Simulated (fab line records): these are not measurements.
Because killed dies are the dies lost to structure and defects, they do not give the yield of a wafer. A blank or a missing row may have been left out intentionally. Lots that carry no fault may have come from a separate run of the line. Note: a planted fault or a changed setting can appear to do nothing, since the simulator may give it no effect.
Check of tool commonality || flow berkeley_cmos170 || 14 lots, 42 wafers sampled

== REASON FOR OPENING ==
At UCB170_PWELL_THK_MEAS_06 the reading PWELL_NITRIDE_THK is flagged on 2 of 14 lots. Wafers without a fault read 219.7 nm, standard deviation 2.4.
Rule: a lot gets a flag if all its wafers with a number sit over 4 standard deviations from that mean, or if no wafer of it has a number. All remaining lots are regarded as sound.

{"lot": "L443", "measured": "day 3 02:30", "on": "film_metro-02", "PWELL_NITRIDE_THK (nm), wafer by wafer": "218.7 219.7 221.5", "flag": ""}
{"lot": "L446", "measured": "day 3 15:11", "on": "film_metro-01", "PWELL_NITRIDE_THK (nm), wafer by wafer": "222.1 221.4 220.2", "flag": ""}
{"lot": "L450", "measured": "day 4 12:33", "on": "film_metro-02", "PWELL_NITRIDE_THK (nm), wafer by wafer": "219.4 220.1 220.4", "flag": ""}
{"lot": "L452", "measured": "day 4 20:11", "on": "film_metro-04", "PWELL_NITRIDE_THK (nm), wafer by wafer": "217.5 218.7 217.7", "flag": ""}
{"lot": "L451", "measured": "day 4 20:11", "on": "film_metro-01", "PWELL_NITRIDE_THK (nm), wafer by wafer": "220.9 218.9 219.7", "flag": ""}
{"lot": "L453", "measured": "day 5 08:16", "on": "film_metro-04", "PWELL_NITRIDE_THK (nm), wafer by wafer": "125.6 122.6 125.2", "flag": "FLAGGED"}
{"lot": "L454", "measured": "day 5 14:45", "on": "film_metro-04", "PWELL_NITRIDE_THK (nm), wafer by wafer": "219.3 220.1 219.1", "flag": ""}
{"lot": "L455", "measured": "day 5 21:08", "on": "film_metro-04", "PWELL_NITRIDE_THK (nm), wafer by wafer": "128.2 127.8 126.5", "flag": "FLAGGED"}
{"lot": "L457", "measured": "day 6 03:54", "on": "film_metro-04", "PWELL_NITRIDE_THK (nm), wafer by wafer": "220.0 220.2 222.4", "flag": ""}
{"lot": "L459", "measured": "day 6 03:54", "on": "film_metro-01", "PWELL_NITRIDE_THK (nm), wafer by wafer": "224.2 224.4 224.0", "flag": ""}
{"lot": "L458", "measured": "day 6 11:11", "on": "film_metro-04", "PWELL_NITRIDE_THK (nm), wafer by wafer": "218.5 217.5 216.8", "flag": ""}
{"lot": "L464", "measured": "day 7 17:39", "on": "film_metro-02", "PWELL_NITRIDE_THK (nm), wafer by wafer": "220.7 222.8 221.7", "flag": ""}
{"lot": "L465", "measured": "day 7 17:40", "on": "film_metro-04", "PWELL_NITRIDE_THK (nm), wafer by wafer": "222.3 223.4 223.5", "flag": ""}
{"lot": "L466", "measured": "day 7 22:54", "on": "film_metro-02", "PWELL_NITRIDE_THK (nm), wafer by wafer": "221.0 222.5 220.4", "flag": ""}
Average over the flagged lots: 126.0 nm; offset from the usual -93.7 nm, equal to -39 standard deviations.

== WHICH TOOL EACH LOT WENT THROUGH ==
The record holds 1 process step before the reading, out of a route of 331 steps. Cell contents, in order: the tool; ch with the chambers the sampled wafers went through; the start.
{"lot": "L443", "flag": "", "UCB170_PWELL_CVD_05": "lpcvd-02 ch 1, day 3 00:35"}
{"lot": "L446", "flag": "", "UCB170_PWELL_CVD_05": "lpcvd-01 ch 1, day 3 13:07"}
{"lot": "L450", "flag": "", "UCB170_PWELL_CVD_05": "lpcvd-02 ch 0, day 4 10:38"}
{"lot": "L452", "flag": "", "UCB170_PWELL_CVD_05": "lpcvd-02 ch 0, day 4 17:18"}
{"lot": "L451", "flag": "", "UCB170_PWELL_CVD_05": "lpcvd-02 ch 1, day 4 17:18"}
{"lot": "L453", "flag": "FLAGGED", "UCB170_PWELL_CVD_05": "lpcvd-02 ch 0, day 5 05:23"}
{"lot": "L454", "flag": "", "UCB170_PWELL_CVD_05": "lpcvd-01 ch 1, day 5 12:50"}
{"lot": "L455", "flag": "FLAGGED", "UCB170_PWELL_CVD_05": "lpcvd-02 ch 0, day 5 19:12"}
{"lot": "L457", "flag": "", "UCB170_PWELL_CVD_05": "lpcvd-01 ch 1, day 6 01:59"}
{"lot": "L459", "flag": "", "UCB170_PWELL_CVD_05": "lpcvd-01 ch 0, day 6 01:59"}
{"lot": "L458", "flag": "", "UCB170_PWELL_CVD_05": "lpcvd-01 ch 1, day 6 09:16"}
{"lot": "L464", "flag": "", "UCB170_PWELL_CVD_05": "lpcvd-01 ch 1, day 7 15:43"}
{"lot": "L465", "flag": "", "UCB170_PWELL_CVD_05": "lpcvd-01 ch 1, day 7 15:43"}
{"lot": "L466", "flag": "", "UCB170_PWELL_CVD_05": "lpcvd-01 ch 0, day 7 20:58"}
These steps, and what they do:
- UCB170_PWELL_CVD_05: deposits Si3N4 from SiH2Cl2/NH3, target thk 220 nm, time 3300 s.
- UCB170_PWELL_THK_MEAS_06

== FLAGGED AGAINST TOTAL, ONE TOOL AT A TIME (gauges that did the reading follow at the end) ==
{"step": "UCB170_PWELL_CVD_05", "tool": "lpcvd-01", "lots run": 8, "flagged": 0, "share of the flagged lots": "none", "sound lots run after its first flagged lot": "-"}
{"step": "UCB170_PWELL_CVD_05", "tool": "lpcvd-02", "lots run": 6, "flagged": 2, "share of the flagged lots": "all", "sound lots run after its first flagged lot": 0}
{"step": "UCB170_PWELL_THK_MEAS_06", "tool": "film_metro-01", "lots run": 3, "flagged": 0, "share of the flagged lots": "none", "sound lots run after its first flagged lot": "-"}
{"step": "UCB170_PWELL_THK_MEAS_06", "tool": "film_metro-02", "lots run": 4, "flagged": 0, "share of the flagged lots": "none", "sound lots run after its first flagged lot": "-"}
{"step": "UCB170_PWELL_THK_MEAS_06", "tool": "film_metro-04", "lots run": 7, "flagged": 2, "share of the flagged lots": "all", "sound lots run after its first flagged lot": "4 (L454,L457,L458,L465)"}

== WHAT THE TABLE PERMITS ==
Rows of the table that ran all the flagged lots, 2 in number: lpcvd-02 at UCB170_PWELL_CVD_05; film_metro-04 at UCB170_PWELL_THK_MEAS_06.
- lpcvd-02 at UCB170_PWELL_CVD_05: 2 of its 6 lots flagged. It ran its last sound lot, L451, at day 4 17:18 and its first flagged lot, L453, at day 5 05:23: a fault with its onset between the two fits.
- film_metro-04 at UCB170_PWELL_THK_MEAS_06: 2 of its 7 lots flagged. Lots that were sound ran on it after the first flagged one (L454, L457, L458, L465); a persistent fault on the entire tool would not allow that.
What remains is a single tool, lpcvd-02 at UCB170_PWELL_CVD_05.

== WHAT WAS PUT IN BY THE SIMULATOR ==
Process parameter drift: lpcvd-02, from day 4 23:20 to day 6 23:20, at UCB170_PWELL_CVD_05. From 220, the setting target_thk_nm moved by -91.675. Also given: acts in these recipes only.
Shown lots that were struck: L453, L455. Same finding as the rule above.
